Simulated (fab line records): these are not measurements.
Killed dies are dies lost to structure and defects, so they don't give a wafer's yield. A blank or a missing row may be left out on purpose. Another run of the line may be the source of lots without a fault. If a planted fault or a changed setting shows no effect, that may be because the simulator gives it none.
8D (eight disciplines) problem report, filled in by code || flow rit cmos || the parts of the form that need people (team, actions taken, sign-off) are left out

== 1. WHAT IS WRONG ==
Mean REOX_OXIDE_THK at RIT_REOX_THK_MEAS_04: 14.2 nm over 6 wafers in 2 lots; fault-free wafers: 24.9 nm, standard deviation 0.57. Measured from the usual mean, that is -19 standard deviations.
First observed at day 4 16:23: wafer L482.3, on film metro-01. The record has a number at this step for 42 wafers belonging to 14 lots. Rule for "out", or "out of limits": more than 4 standard deviations from the usual mean. Any other wafer with a number is counted as sound.

== 2. WHAT IT IS, WHAT IT ISN'T ==
{"question": "which readings at this step", "is": "REOX_OXIDE_THK", "is not": "-"}
{"question": "which lots", "is": "L482, L484", "is not": "L474, L475, L476, L478, L479, L480, L481, L486, L488, L489, L496, L497"}
{"question": "which wafers of those lots", "is": "all that have a number", "is not": "-"}
{"question": "read on which gauges", "is": "film metro-01, film metro-02", "is not": "film metro-03"}
{"question": "when", "is": "from day 4 16:23", "is not": "up to then (21 sound wafers); but 15 sound wafers of L486, L488, L489, L496, L497 came after"}

== 3. THE SUSPECTS, EACH WITH WHAT RULES IT OUT ==
Counting: a tool stays on the suspect list if, at a process step up to the reading, it processed all lots that are out and no sound lot following the first of them.
- the gauge at RIT_REOX_THK_MEAS_04 has been ruled out. Those wafers that are out were read across 2 gauges (film metro-01, film metro-02).
- furnace-03 at RIT_REOX_OXIDATION_03 (target thk 25.2 nm, ox time 5580 s): ruled out as a lasting fault. Sound lots L496, L497 ran on it after its first lot that is out, L482 (day 4 13:49).
Left after counting: nothing in the record.

== 4. THE CAUSE (what the simulator had put in) ==
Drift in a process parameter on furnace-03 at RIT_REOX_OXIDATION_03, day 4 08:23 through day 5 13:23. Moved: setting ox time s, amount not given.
It was ruled out by counting, in error; the rule expects a fault to strike all lots run on its tool from its start on, and this fault did not.

== 5. SEQUENCE OF EFFECTS, ordered by route ==
Rows list readings where the struck wafers' mean (over those with a number) sits beyond 3 standard deviations from the usual. Only readings for which the record gives a usual standard deviation are gone through. hours: the time from each lot's start at the first step in this table that gives one to its start at this step, as a median over the lots. sigmas: the change in usual standard deviations.
{"hours": 0, "step": "RIT_REOX_THK_MEAS_04", "reading": "REOX_OXIDE_THK", "usual": "24.9 nm", "on struck wafers": 14.2, "change": -10.7, "sigmas": -19}
Later steps that measure or inspect, where all struck wafers having a row at the step show a number for every such reading and not one has moved that far: RIT_CONTACT_THK_MEAS_01.

== 6. HOW IT WOULD HAVE BEEN CAUGHT EARLIER ==
The first out-of-limits reading at a measuring or inspecting step in this record came at day 4 16:23, 8 hours after the fault's start at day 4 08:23.
No tool reading at RIT_REOX_OXIDATION_03 that has a usual standard deviation in the record was out on any struck wafer, so an alarm limit of 4 standard deviations on those readings would not have fired.
